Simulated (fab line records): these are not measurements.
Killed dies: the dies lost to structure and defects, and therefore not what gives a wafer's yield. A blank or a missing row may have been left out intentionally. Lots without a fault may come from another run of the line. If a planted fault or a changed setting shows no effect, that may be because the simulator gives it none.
fab line records | flow rit_cmos
[record] lots = 13 wafers = 39 last_day = 7
route steps=202 shown CONTACT@168
lots with no fault: from the same line, run without faults
start_h: start of the lot's first displayed wafer, in hours after the record's first day | wait_h: time in hours since the lot's previous step | " repeats the value in the row above | L1.1+2: several wafers, shown together as one row | - no value, or no start given | * or withheld: withheld | < > ~ a bound
route shown NAME@n: NAME is a module with steps in the file, n the number in the route of the first one | usual: mean and standard deviation over wafers with no fault | same: alike in all rows | chamber/n: place in a boat | sites: each site's reading | _std_site: the values' standard deviation | _edge_site: outer sites' mean less inner sites' | radius_mm: for every site, how far away it sits from the centre of the wafer | mask NAME#n: copy n | behind: tool/chamber where the wafer was last shaped | hold: why the lot was held/for how many hours/how that ended | device: which transistor (n, p or np) failed to switch | end of line: the same wafers' tests at the end of the route | where a step has no rows: the recipe by itself | killed: dies lost to structure and defects at the first sort, not the wafer's yield | map: dies across one wafer; x = killed, . = not, _ = none there
set.NAME: the setting the step ran with; set.NAME@STEP: the setting that earlier step ran with | model.NAME: the simulator's own value behind a step, which no gauge read
a sample of lots followed through the steps of the route, with each step as a table and each wafer as a row
services: when a tool's chamber went out of use (start_h, in hours from the record's first day, below 0 if earlier), for how many hours, and the reason
[[steps]]
[step RIT_CONTACT_CVD_00]
[recipe] material = SiO2 target_thk_nm = 400 precursor = TEOS temp_c = 390 time_s = 61 rf_w = 400
[usual] heater_power_w = 292/70
// columns lot.wafer tool chamber start_h wait_h heater_power_w
L524.2 pecvd-01 1 50.63 0.0 217
L524.3 " 2 " " 287
L524.5 " 2 " " 287
L525.4 pecvd-04 0 54.60 0.0 310
L525.5 " 2 " " 502
L525.6 " 1 " " 252
L526.1 pecvd-03 0 61.50 0.1 265
L526.3 " 2 " " 236
L526.5 " 1 " " 298
L527.2 pecvd-01 1 67.75 0.0 251
L527.3 " 1 " " 174
L527.5 " 1 " " 195
L528.1 pecvd-04 2 71.04 0.1 452
L528.4 " 1 " " 269
L528.6 " 2 " " 467
L529.2 pecvd-03 2 74.76 0.0 280
L529.3 " 1 " " 296
L529.4 " 0 " " 262
L530.2 pecvd-01 1 79.63 0.0 238
L530.3 " 0 " " 304
L530.4 " 1 " " 252
L531.1 pecvd-04 1 86.14 0.1 225
L531.3 " 2 " " 430
L531.6 " 0 " " 319
L534.1 pecvd-04 1 100.98 0.1 245
L534.2 " 0 " " 336
L534.3 " 2 " " 443
L539.2 pecvd-01 0 128.11 0.0 303
L539.3 " 2 " " 255
L539.5 " 0 " " 324
L543.3 pecvd-04 0 147.16 0.0 308
L543.5 " 1 " " 259
L543.6 " 0 " " 313
L546.3 pecvd-04 0 160.91 0.0 340
L546.4 " 2 " " 476
L546.6 " 1 " " 280
L547.1 pecvd-03 1 166.47 0.1 310
L547.2 " 0 " " 234
L547.6 " 1 " " 306
[step RIT_CONTACT_THK_MEAS_01]
[recipe] reads = SiO2_of_CONTACT_CVD_00
[usual] CONTACT_TEOS_THK = 398/5.8
// columns lot.wafer tool chamber start_h wait_h CONTACT_TEOS_THK[nm]
L524.2 film_metro-04 - 50.69 0.0 391
L524.3 " - " " 392
L524.5 " - " " 397
L525.4 film_metro-01 - 54.66 0.0 404
L525.5 " - " " 397
L525.6 " - " " 394
L526.1 film_metro-04 - 61.55 0.0 394
L526.3 " - " " 395
L526.5 " - " " 403
L527.2 film_metro-01 - 67.83 0.1 395
L527.3 " - " " 400
L527.5 " - " " 401
L528.1 film_metro-02 - 71.09 0.0 392
L528.4 " - " " 393
L528.6 " - " " 403
L529.2 film_metro-02 - 74.82 0.0 393
L529.3 " - " " 394
L529.4 " - " " 401
L530.2 film_metro-02 - 79.69 0.0 396
L530.3 " - " " 399
L530.4 " - " " 403
L531.1 film_metro-01 - 86.19 0.0 394
L531.3 " - " " 396
L531.6 " - " " 407
L534.1 film_metro-01 - 101.03 0.0 380
L534.2 " - " " 397
L534.3 " - " " 389
L539.2 film_metro-01 - 128.17 0.0 399
L539.3 " - " " 603
L539.5 " - " " 398
L543.3 film_metro-04 - 147.23 0.0 403
L543.5 " - " " 395
L543.6 " - " " 412
L546.3 film_metro-02 - 160.99 0.0 403
L546.4 " - " " 397
L546.6 " - " " 393
L547.1 film_metro-04 - 166.52 0.0 397
L547.2 " - " " 392
L547.6 " - " " 402
[[services]]
// columns tool chamber start_h hours kind
pecvd-01 0 35.06 5.6 repair
pecvd-01 2 65.10 3.7 repair
pecvd-03 1 118.79 34.4 repair
pecvd-03 0 150.90 11.9 repair
[[key]]
[first_sign] step = RIT_CONTACT_THK_MEAS_01 reading = CONTACT_TEOS_THK direction = up sigmas = 35 usual = 398 struck = 603
effect none on later readings
met_at RIT_CONTACT_CVD_00
struck_lots L539
struck_wafers L539.3
later_rows_left_out L539.3
sort_left_out L539.3
tester_left_out L539
onset_between 50.63 128.11
[fault] kind = process_parameter_drift tool = pecvd-01 chamber = 2 onset_h = 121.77 steps = RIT_CONTACT_CVD_00 channel = target_thk_nm offset = 211.63 shape = step end_h = 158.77 stated = 400
// tester_left_out: of these lots the tester's yield and bins aren't shown, on N5 and GAA mostly nor the transistor test; their killed dies are dies lost to structure and defects alone, not to doping, threshold or leakage, so they don't give the yield
// sort_left_out: the simulated sort isn't trusted on such a fault, so these wafers' sort isn't shown, and their yield isn't known
// later_rows_left_out: the simulator's readings of these wafers behind a module that went badly wrong aren't trusted and aren't shown, but for the sort
